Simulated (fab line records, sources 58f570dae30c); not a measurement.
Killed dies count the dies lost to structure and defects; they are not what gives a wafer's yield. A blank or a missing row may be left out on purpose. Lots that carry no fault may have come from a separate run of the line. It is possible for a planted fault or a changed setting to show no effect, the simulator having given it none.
Chamber matching    flow berkeley_cmos170    4 sister chambers for UCB170_CONTACT_CLEAN_07 on wet_bench-04
The step cleans in SPM, time 600 s. 8 wafers are shown with their chamber, then 12 later ones without.

== WAFERS WITH THEIR CHAMBER ==
wafer   chamber  bath_heat_duty_pct (%)  bath_guard_temp_C (C)
L510.4  3        13.4                    119.8
L510.5  3        13.4                    119.8
L515.2  0        10.4                    119.2
L515.6  0        9.2                     119.6
L514.4  2        13.2                    120.9
L514.6  2        12.8                    120.6
L517.2  1        15.7                    120.1
L517.3  1        16.3                    119.8

== WAFERS WITH NO CHAMBER GIVEN ==
wafer   bath_heat_duty_pct (%)  bath_guard_temp_C (C)
L519.2  13.0                    120.0
L519.3  14.1                    119.9
L519.5  12.7                    119.8
L520.3  13.2                    119.4
L520.4  13.3                    119.8
L520.5  14.2                    120.0
L526.1  9.6                     119.3
L526.5  9.4                     119.5
L526.6  9.6                     119.1
L527.1  13.9                    120.9
L527.5  12.7                    120.7
L527.6  12.1                    121.0

== WHICH CHAMBER EACH ONE RAN IN ==
wafer   from the rows above      in truth
L519.2  3                        3
L519.3  3                        3
L519.5  3                        3
L520.3  3                        3
L520.4  3                        3
L520.5  can't be placed: 3 or 1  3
L526.1  0                        0
L526.5  0                        0
L526.6  0                        0
L527.1  2                        2
L527.5  2                        2
L527.6  2                        2
Placed correctly: 11 of 12. Not placeable from these rows: 1 (in 1, the candidates include the true chamber). Placed wrongly: 0.
How it was worked out, from the rows above alone: a wafer's distance from a chamber is the root of the sum, over the readings, of the square of ((its reading less the chamber's mean) divided by the reading's scatter). If the next closest chamber is less than 2 further off than the closest, the wafer can't be placed; otherwise it belongs to the closest. The mean given for a chamber averages the wafers shown for that chamber. The scatter is the square root of a quotient: the sum, over the shown wafers, of each reading's squared deviation from its chamber's mean, divided by wafers minus chambers.
